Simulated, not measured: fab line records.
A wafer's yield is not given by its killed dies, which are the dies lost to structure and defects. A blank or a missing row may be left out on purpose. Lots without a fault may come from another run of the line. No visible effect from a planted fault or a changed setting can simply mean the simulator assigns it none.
8D (eight disciplines) problem report, filled in by code + flow berkeley cmos170 + the parts of the form that need people (team, actions taken, sign-off) are left out

1. THE PROBLEM
Mean of run length s at UCB170_CONTACT_ETCH_18: 193.6 s across 6 wafers in 2 lots; on wafers with no fault it is 223.3 s (standard deviation 0.44). That puts it -67 standard deviations away from the usual mean.
The step: etches PSG in CHF3/CF4/Ar, stops on TiSi2, target depth 840 nm, time 195 s.
Seen first at day 9 01:00 on rie diel-03, wafer L886.3. The record holds 42 wafers of 14 lots with a number at this step. The rule behind "out" and "out of limits": a value lying over 4 standard deviations away from the usual mean. The other wafers with a number count as sound.

2. WHAT THIS IS AND IS NOT
| question                    | is                           | is not                                                                                                              |
|-----------------------------|------------------------------|---------------------------------------------------------------------------------------------------------------------|
| which readings at this step | run length s, oes product au | cf4 flow sccm, drypump motor current A                                                                              |
| which lots                  | L885, L886                   | L874, L875, L876, L887, L889, L891, L892, L893, L894, L895, L896, L897                                              |
| which wafers of those lots  | all that have a number       | -                                                                                                                   |
| read on which tools         | rie diel-03                  | rie diel-01, rie diel-04                                                                                            |
| when                        | from day 9 01:00             | up to then (9 sound wafers); but 27 sound wafers of L887, L889, L891, L892, L893, L894, L895, L896, L897 came after |

3. THE SUSPECTS, EACH WITH WHAT RULES IT OUT
Counting: any tool at a process step up to the reading is kept as a suspect provided that every lot that is out went through it and no sound lot did after the first of them.
- rie diel-03 at UCB170_CONTACT_ETCH_18 (etches PSG in CHF3/CF4/Ar, stops on TiSi2, target depth 840 nm, time 195 s): kept. It ran every lot that is out, first L886 (day 9 01:00), and no sound lot after that. Its own readings are out on those wafers: oes product au, run length s.
Left after counting: rie diel-03 at UCB170_CONTACT_ETCH_18.

4. THE CAUSE (what the simulator had put in)
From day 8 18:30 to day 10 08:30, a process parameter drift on rie diel-03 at UCB170_CONTACT_ETCH_18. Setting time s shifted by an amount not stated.
Only this tool survived the counting.

5. THE EFFECT CHAIN, in route order
One row per reading whose mean, taken over the struck wafers that have a number, lies over 3 standard deviations from the usual. Only readings whose record carries a usual standard deviation are examined. hours: median over the lots of the time between each lot's start at the first step of this table that gives one and its start at this step. sigmas: the change, counted in usual standard deviations.
| hours | step                   | reading        | usual      | on struck wafers | change | sigmas |
|-------|------------------------|----------------|------------|------------------|--------|--------|
| 0     | UCB170_CONTACT_ETCH_18 | oes product au | 0.898 a.u. | 1.008            | +0.110 | +9.2   |
| 0     | UCB170_CONTACT_ETCH_18 | run length s   | 223.3 s    | 193.6            | -29.7  | -67    |
It contains these process steps:
- UCB170_CONTACT_ETCH_18: etches PSG in CHF3/CF4/Ar, stops on TiSi2, target depth 840 nm, time 195 s.
Later steps that measure or inspect, where all struck wafers having a row at the step show a number for every such reading and not one has moved that far: UCB170_V1_BOW_MEAS_03, UCB170_V2_CD_MEAS_12.

6. WHAT WOULD HAVE CAUGHT IT SOONER
In this record no reading fell out of limits until day 9 01:00, 6 hours after the fault had begun at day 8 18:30.
